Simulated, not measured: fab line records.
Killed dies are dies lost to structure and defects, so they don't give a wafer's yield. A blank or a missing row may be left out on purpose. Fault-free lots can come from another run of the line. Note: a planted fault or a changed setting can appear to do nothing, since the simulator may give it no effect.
Comparing a struck lot with a sound one | flow rit cmos | 13 steps out of a route of 202
Sound: the wafers L896.1, L896.4, L896.5. Struck: wafers L903.2, L903.3, L903.6. The cause comes at the end.
Per side, at each step with rows, come the tool, then ch with its chambers, and then its first start. Under that, the readings that differ: sound wafers | struck wafers | difference of the means | sigmas: that difference in standard deviations of wafers without a fault.
alike: same words and numbers on both sides, and readings whose means sit less than 2 such deviations apart. not compared: any withheld reading, any reading some wafer has no value for, any bound like >300 that may hide the same value, and any number with overlapping values for which the record gives no deviation.
Wherever a step has rows on one side only, a row that says differs or no value, or a row with sigmas, the two part there. Numbers that have no deviation but don't overlap get no sigmas and don't part them. A reading missing from all wafers of one side parts the sides only when that side holds two or more wafers.

RIT_ACTIVE_BOW_MEAS_00:
  sound: film metro-01 at day 3 17:00; struck: film metro-01 at day 5 04:01
  alike: INCOMING_BOW
then, 1 step without rows for these wafers: RIT_ACTIVE_OXIDATION_01 (target thk 46.8 nm, ox time 3360 s).
RIT_ACTIVE_THK_MEAS_02:
  sound: film metro-01 at day 3 23:16; struck: film metro-03 at day 5 07:30
  alike: ACTIVE_OXIDE_THK
then, 1 step without rows for these wafers: RIT_ACTIVE_CVD_03 (deposits Si3N4 from SiH2Cl2/NH3, target thk 150 nm, time 1500 s).
RIT_ACTIVE_THK_MEAS_04:
  sound: film metro-03 at day 4 02:31; struck: film metro-03 at day 5 08:59
  alike: ACTIVE_NITRIDE_THK
then, 5 steps without rows for these wafers: RIT_ACTIVE_HMDS_05 (prime time 60 s); RIT_ACTIVE_COAT_06 (resist thk 1000 nm); RIT_ACTIVE_SOFTBAKE_07 (time 60 s); RIT_ACTIVE_EXPOSE_08 (exposes mask M1, target cd 1400 nm); RIT_ACTIVE_PEB_09.
RIT_ACTIVE_DEVELOP_10: develop time 50 s.
  sound on litho track-01 ch 0, day 4 03:00; struck on litho track-01 ch 0, day 5 09:00
RIT_ACTIVE_CD_MEAS_11 targets a cd of 1400 nm.
  sound: cd sem-01 at day 4 03:26; struck: cd sem-02 at day 5 10:12
  reading    | sound                | struck               | difference | sigmas
  cd nm (nm) | 1398.4 1400.4 1399.5 | 1680.2 1679.0 1680.9 | +280.6     | +99 or more
  not compared: hold
RIT_M1_PROBE_99:
  the record has rows for the sound wafers here (prober-01, day 5 22:49) and none for the struck ones

== WHERE THEY PART ==
Last at RIT_M1_PROBE_99 as far as this record goes, first at RIT_ACTIVE_CD_MEAS_11.

WHY: what had been put in by the simulator
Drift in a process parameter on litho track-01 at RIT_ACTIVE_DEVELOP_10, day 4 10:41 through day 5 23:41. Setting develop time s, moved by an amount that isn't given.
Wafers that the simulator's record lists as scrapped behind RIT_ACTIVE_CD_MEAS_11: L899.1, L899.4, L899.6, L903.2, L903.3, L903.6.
